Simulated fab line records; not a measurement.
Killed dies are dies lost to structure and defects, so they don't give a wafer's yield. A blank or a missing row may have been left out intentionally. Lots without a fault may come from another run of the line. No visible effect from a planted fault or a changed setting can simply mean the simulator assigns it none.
Split-lot experiment    flow rit-cmos    on a route of 202 steps: 5 lots, 23 wafers read

ABOUT THE SPLIT
At RIT_FOX1_OXIDATION_00 (target thk 350.7 nm, ox time 1130 s), the setting ox-time-s was moved away from the recipe's 1130 s on 20 of the 23 wafers read, by -10.9% to +11.2%. The other wafers ran this setting at the recipe's value.

Split to reading: the file shows no intervening step.

THE READING
At RIT_FOX1_THK_MEAS_01: FOX1_OXIDE_THK, given in nm. Typical for fault-free wafers on this fab line: 354 nm, with standard deviation 3.8 nm.

wafer   tool, chamber at the split  ox-time-s as run, s  against the recipe  FOX1_OXIDE_THK, nm  against lot-mates on the recipe
L074.2  furnace-01, 0               1130                 recipe              356                 -
L074.4  furnace-01, 0               1130                 recipe              356                 -
L074.5  furnace-01, 0               1130                 recipe              351                 -
L078.1  -, -                        1174                 +3.9%               367                 no lot-mate on the recipe
L078.3  -, -                        1174                 +3.9%               358                 no lot-mate on the recipe
L078.4  -, -                        1174                 +3.9%               364                 no lot-mate on the recipe
L078.5  -, -                        1174                 +3.9%               362                 no lot-mate on the recipe
L078.6  -, -                        1174                 +3.9%               363                 no lot-mate on the recipe
L080.1  -, -                        1257                 +11.2%              377                 no lot-mate on the recipe
L080.2  -, -                        1257                 +11.2%              377                 no lot-mate on the recipe
L080.3  -, -                        1257                 +11.2%              379                 no lot-mate on the recipe
L080.4  -, -                        1257                 +11.2%              371                 no lot-mate on the recipe
L080.6  -, -                        1257                 +11.2%              377                 no lot-mate on the recipe
L082.1  -, -                        1007                 -10.9%              330                 no lot-mate on the recipe
L082.2  -, -                        1007                 -10.9%              330                 no lot-mate on the recipe
L082.3  -, -                        1007                 -10.9%              331                 no lot-mate on the recipe
L082.4  -, -                        1007                 -10.9%              330                 no lot-mate on the recipe
L082.5  -, -                        1007                 -10.9%              329                 no lot-mate on the recipe
L083.2  -, -                        1198                 +6.0%               364                 no lot-mate on the recipe
L083.3  -, -                        1198                 +6.0%               365                 no lot-mate on the recipe
L083.4  -, -                        1198                 +6.0%               364                 no lot-mate on the recipe
L083.5  -, -                        1198                 +6.0%               365                 no lot-mate on the recipe
L083.6  -, -                        1198                 +6.0%               359                 no lot-mate on the recipe

THE FIT
A straight line over all 23 wafers: FOX1_OXIDE_THK changes by +2.07 nm for each +1% of ox-time-s; r = +0.99; the points scatter about the line by 2.8 nm.
Too few moved wafers with a lot-mate on the recipe to fit a line net of each lot's own level.

THE WHOLE CHAIN: every reading that the file lists as answering this split, in the file's order
step                   what it does                         reading                                                                            change (the file's fit)               r (the file's)
RIT_FOX1_OXIDATION_00  target thk 350.7 nm, ox time 1130 s  SiO2_of_FOX1_OXIDATION_00.thk-nm (the simulator's own value, which no gauge read)  +2.07 nm for each +1% of the setting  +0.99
RIT_FOX1_THK_MEAS_01                                        FOX1_OXIDE_THK                                                                     +2.07 for each +1% of the setting     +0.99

FILE'S OWN FIT
FOX1_OXIDE_THK changes by +2.07 nm for each +1% of ox-time-s, r = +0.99.
